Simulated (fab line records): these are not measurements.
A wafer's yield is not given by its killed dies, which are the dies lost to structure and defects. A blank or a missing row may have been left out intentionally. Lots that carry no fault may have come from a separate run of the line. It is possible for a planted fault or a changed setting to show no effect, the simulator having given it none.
The same fault as seen by 2 desks	flow berkeleyCmos170	every desk sees just its own numbers, and what lay behind them comes last

## TOOL OWNER'S DESK, pvdSputter-02
The tool's own readings at UCB170_M2_SPUTTER_01 (material Al, target thk 900 nm, time 120 s): means of the sampled wafers that have a number, for each lot that ran on this tool. The brackets show how far a lot's mean lies from the usual mean; more than 4 standard deviations puts the lot out of limits, marked OUT.
Columns: A = cathodeDcPowerW at UCB170_M2_SPUTTER_01, usual 6000.0 W; B = throttleValvePct at UCB170_M2_SPUTTER_01, usual 29.9 %
lot	first seen here	A	B
L717	day 8 01:18	6000.4	29.9
L732	day 11 01:27	5753.7 (-99 or more) OUT	29.7
L734	day 11 16:30	5753.5 (-99 or more) OUT	29.6
Finding of this desk: L732, L734 out of limits; the first was L732 at day 11 01:27, on cathodeDcPowerW at UCB170_M2_SPUTTER_01. Within limits: L717.

## AT THE METROLOGY DESK
Lot by lot, what the gauges showed, no matter which tool ran the lot: averages of those sampled wafers that carry a number. The brackets show how far a lot's mean lies from the usual mean; more than 4 standard deviations puts the lot out of limits, marked OUT.
Columns: A = cdNm at UCB170_V1_CD_MEAS_12, usual 699.5 nm; B = V1_OVL at UCB170_V1_OVL_MEAS_13, usual 3 nm; C = cdNm at UCB170_V1_CD_MEAS_90, usual 699.5 nm; D = M2_AL_RS at UCB170_M2_RS_MEAS_02, usual 0.0323 ohm/sq; E = M2_AL_THK at UCB170_M2_THK_MEAS_03, usual 912 nm; F = cdNm at UCB170_M2_CD_MEAS_15, usual 699.9 nm; G = M2_OVL at UCB170_M2_OVL_MEAS_16, usual -1 nm
lot	first seen here	A	B	C	D	E	F	G
L717	day 8 00:42	697.5	7	696.9	0.0322	907	700.4	-5
L720	day 8 22:52	698.5	-0	698.3	0.0325	909	697.7	1
L719	day 8 23:14	698.9	6	698.9	0.0321	915	697.2	-2
L723	day 9 22:55	700.2	0	700.0	0.0328	905	700.7	-9
L732	day 11 00:50	700.2	3	700.3	0.0342 (+5.4) OUT	869	699.0	-4
L734	day 11 15:54	696.8	3	696.7	0.0336	877	697.4	-4
This desk finds L732 out of limits, with the earliest case on L732 at day 11 01:32 (M2_AL_RS at UCB170_M2_RS_MEAS_02). Within limits: L717, L720, L719, L723, L734.

## BROUGHT TOGETHER
At day 11 01:27, on L732, L734, the tool owner's desk was in a position to raise an alarm.
The metrology desk could have raised an alarm at day 11 01:32, on L732.
The metrology desk has L734 on record, within its limits.
All the named lots went through UCB170_M2_SPUTTER_01 on pvdSputter-02.

## WHAT THE SIMULATOR HAD PUT IN
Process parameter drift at UCB170_M2_SPUTTER_01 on pvdSputter-02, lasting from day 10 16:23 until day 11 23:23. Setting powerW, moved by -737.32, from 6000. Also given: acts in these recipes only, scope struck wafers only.
Lots struck among those shown: L732, L734.
Hours from the fault's start to each desk's first reading out of limits: the tool owner's desk, 9; the metrology desk, 9.
